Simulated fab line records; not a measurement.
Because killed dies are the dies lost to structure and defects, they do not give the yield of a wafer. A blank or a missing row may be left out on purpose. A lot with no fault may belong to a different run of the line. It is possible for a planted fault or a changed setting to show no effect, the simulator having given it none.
Split-lot study + flow rit cmos + 5 lots, 23 wafers read, on a route of 202 steps

ON THE SPLIT
At RIT_PRETRO_IMPLANT_08, the setting energy kev was moved away from the recipe's 45 on 8 of the 23 wafers read, by +3.3% to +5.4%. The other wafers ran this setting at the recipe's value.

The reading comes from the split's own step.

THE READING
In nm, at RIT_PRETRO_IMPLANT_08: implant.drp nm, which is the simulator's own figure and was read by no gauge. The file gives no usual value for it.

| wafer  | tool, chamber at the split | energy kev as run | against the recipe | implant.drp nm, nm | against lot-mates on the recipe |
|--------|----------------------------|-------------------|--------------------|--------------------|---------------------------------|
| L074.1 | implanter-03, 0            | 46.52             | +3.4%              | 56.16              | +1.09                           |
| L074.2 | implanter-03, 0            | 46.52             | +3.4%              | 56.16              | +1.09                           |
| L074.3 | implanter-03, 0            | 46.52             | +3.4%              | 56.16              | +1.09                           |
| L074.5 | implanter-03, 0            | 45                | recipe             | 55.07              | -                               |
| L074.6 | implanter-03, 0            | 45                | recipe             | 55.07              | -                               |
| L079.1 | implanter-03, 0            | 45                | recipe             | 55.07              | -                               |
| L079.3 | implanter-03, 0            | 45                | recipe             | 55.07              | -                               |
| L079.2 | implanter-03, 0            | 47.42             | +5.4%              | 56.8               | +1.73                           |
| L079.5 | implanter-03, 0            | 47.42             | +5.4%              | 56.8               | +1.73                           |
| L079.6 | implanter-03, 0            | 47.42             | +5.4%              | 56.8               | +1.73                           |
| L080.1 | implanter-01, 0            | 46.47             | +3.3%              | 56.13              | +1.06                           |
| L080.2 | implanter-01, 0            | 46.47             | +3.3%              | 56.13              | +1.06                           |
| L080.3 | implanter-01, 0            | 45                | recipe             | 55.07              | -                               |
| L080.4 | implanter-01, 0            | 45                | recipe             | 55.07              | -                               |
| L080.5 | implanter-01, 0            | 45                | recipe             | 55.07              | -                               |
| L084.1 | implanter-04, 0            | 45                | recipe             | 55.07              | -                               |
| L084.2 | implanter-04, 0            | 45                | recipe             | 55.07              | -                               |
| L084.3 | implanter-04, 0            | 45                | recipe             | 55.07              | -                               |
| L085.1 | implanter-01, 0            | 45                | recipe             | 55.07              | -                               |
| L085.2 | implanter-01, 0            | 45                | recipe             | 55.07              | -                               |
| L085.4 | implanter-01, 0            | 45                | recipe             | 55.07              | -                               |
| L085.5 | implanter-01, 0            | 45                | recipe             | 55.07              | -                               |
| L085.6 | implanter-01, 0            | 45                | recipe             | 55.07              | -                               |

FIT RESULTS
A straight line over all 23 wafers: implant.drp nm changes by +0.322 nm for each +1% of energy kev; r = +1.00; the points scatter about the line by 0.0025 nm.
The same after taking each lot's own level away (the mean of its wafers on the recipe; 23 wafers): +0.322 nm for each +1%; r = +1.00; scatter 0.0025 nm.
Per that fit: largest energy kev move, reading shift of 1.7 nm.
The lots' own levels span 55.070 to 55.070 nm.
Hence the lot-to-lot level has little effect on the slope; both slopes agree.
Check: with one of the wafers moved furthest among these (+5.4%) left out of the fit, the line predicts +1.73 nm for it against its lot-mates. Against them it came out at +1.73 nm.

THE OTHER SPLITS THESE WAFERS WENT THROUGH
Before the reading, these wafers also passed through other splits. Each is held against what the fit with the lots' levels taken away leaves over:
| other split on the same wafers      | wafers away from the commonest value | r with implant.drp nm (lot level and that fit taken away) |
|-------------------------------------|--------------------------------------|-----------------------------------------------------------|
| RIT_ACTIVE_CVD_03 sih2cl2 flow sccm | 18                                   | -0.21                                                     |
| RIT_ACTIVE_EXPOSE_08 dose mj        | 8                                    | -0.40                                                     |
| RIT_NWELL_COAT_01 spin rpm          | 7                                    | +0.13                                                     |
| RIT_PWELL_COAT_01 spin rpm          | 8                                    | -0.36                                                     |
| RIT_PWELL_IMPLANT_08 energy kev     | 5                                    | -0.10                                                     |
| RIT_NRETRO_SOFTBAKE_02 temp c       | 6                                    | +0.29                                                     |
| RIT_NRETRO_IMPLANT_08 energy kev    | 10                                   | -0.23                                                     |

THE WHOLE CHAIN: every reading that the file lists as answering this split, in the file's order
| step                  | what it does | reading                                                         | change (the file's fit)               | r (the file's) |
|-----------------------|--------------|-----------------------------------------------------------------|---------------------------------------|----------------|
| RIT_PRETRO_IMPLANT_08 |              | implant.rp nm (the simulator's own value, which no gauge read)  | +1.39 nm for each +1% of the setting  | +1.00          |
| RIT_PRETRO_IMPLANT_08 |              | implant.drp nm (the simulator's own value, which no gauge read) | +0.322 nm for each +1% of the setting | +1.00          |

FILE'S OWN FIT
implant.drp nm changes by +0.322 nm for each +1% of energy kev, r = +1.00.
